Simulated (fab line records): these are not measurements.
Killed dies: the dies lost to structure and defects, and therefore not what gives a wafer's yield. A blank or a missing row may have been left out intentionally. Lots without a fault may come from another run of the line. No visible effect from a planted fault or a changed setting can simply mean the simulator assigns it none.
Matching of chambers + flow berkeley_cmos170 + UCB170_V1_CMP_02 on cmp-02 has 4 sister chambers
The step polishes SiO2. 4 wafers are shown with their chamber, then 9 later ones without.

WAFERS PAIRED WITH THEIR CHAMBERS
| wafer  | chamber | motor_current_A (A) |
|--------|---------|---------------------|
| L656.2 | 2       | 17.2                |
| L657.1 | 1       | 13.6                |
| L657.5 | 3       | 15.3                |
| L657.6 | 0       | 15.9                |

WAFERS MISSING THEIR CHAMBER
| wafer  | motor_current_A (A) |
|--------|---------------------|
| L659.3 | 13.5                |
| L659.5 | 15.3                |
| L659.6 | 16.4                |
| L662.2 | 16.2                |
| L662.4 | 13.2                |
| L662.6 | 15.7                |
| L663.3 | 16.1                |
| L663.5 | 15.0                |
| L663.6 | 15.0                |

CHAMBER TAKEN BY EACH
| wafer  | from the rows above     | in truth                   |
|--------|-------------------------|----------------------------|
| L659.3 | 1                       | 1                          |
| L659.5 | 3                       | 3                          |
| L659.6 | can't be placed: 0 or 2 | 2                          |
| L662.2 | 0                       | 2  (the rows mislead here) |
| L662.4 | 1                       | 1                          |
| L662.6 | can't be placed: 0 or 3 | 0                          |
| L663.3 | 0                       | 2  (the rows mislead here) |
| L663.5 | 3                       | 3                          |
| L663.6 | 3                       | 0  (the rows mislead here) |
Correct placement for 4 of the 9. Cannot be placed on the basis of these rows: 2; the candidates contain the true chamber in 2. Number placed wrongly: 3.
How it was worked out, from the rows above alone: a wafer's distance from a chamber is the root of the sum, over the readings, of the square of ((its reading less the chamber's mean) divided by the reading's scatter). If the next closest chamber is less than 2 further off than the closest, the wafer can't be placed; otherwise it belongs to the closest. A chamber's mean is the mean of its shown wafers. The scatter: with one shown wafer a chamber, the root of the mean of the squares of how far each hidden wafer lies from its nearest shown one.
